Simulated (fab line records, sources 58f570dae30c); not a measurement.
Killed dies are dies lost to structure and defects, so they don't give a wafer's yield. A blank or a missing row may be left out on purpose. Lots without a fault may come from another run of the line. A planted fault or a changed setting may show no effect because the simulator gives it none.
Which tool did it? | flow berkeley_cmos170 | 7 lots, 21 wafers sampled, at 1 step of a route of 331

WHAT THE GAUGES READ, wafer by wafer
UCB170_PWELL_THK_MEAS_06.
lot  | measured    | on            | PWELL_NITRIDE_THK (nm)
L503 | day 3 11:56 | film_metro-01 | 225.1 223.2 224.0
L504 | day 3 18:01 | film_metro-03 | 224.1 223.2 223.7
L508 | day 4 12:56 | film_metro-03 | 221.6 223.3 222.3
L510 | day 5 02:17 | film_metro-01 | 220.3 218.9 219.8
L511 | day 5 08:35 | film_metro-04 | 225.3 223.9 225.9
L516 | day 6 03:40 | film_metro-01 | 222.1 221.9 221.6
L522 | day 7 08:46 | film_metro-04 | 220.3 219.4 220.9

WHICH TOOL RAN EACH LOT (tool, then ch and the chambers of the sampled wafers, then the start)
The record holds no process step before these readings.

THE ANSWER, worked out from the rows above alone
Rule: what is usual is taken from the lots themselves. Put in order of their means at a reading, lots are off if they are a third of the lots or fewer, leave a main group of 4 or more, and stand apart from it by a gap of 3 or more times the standard deviation of the main group's means; of several such gaps the widest counts. A main group whose means are all the same, to the digits that the tables above print for the reading, isn't used. A lot without any number at a reading at which 4 lots or more have one is off too. The other lots that the step has rows for count as sound.
No lot is off at any reading shown: from this, nothing can be told.

WHAT THE SIMULATOR HAD PUT IN
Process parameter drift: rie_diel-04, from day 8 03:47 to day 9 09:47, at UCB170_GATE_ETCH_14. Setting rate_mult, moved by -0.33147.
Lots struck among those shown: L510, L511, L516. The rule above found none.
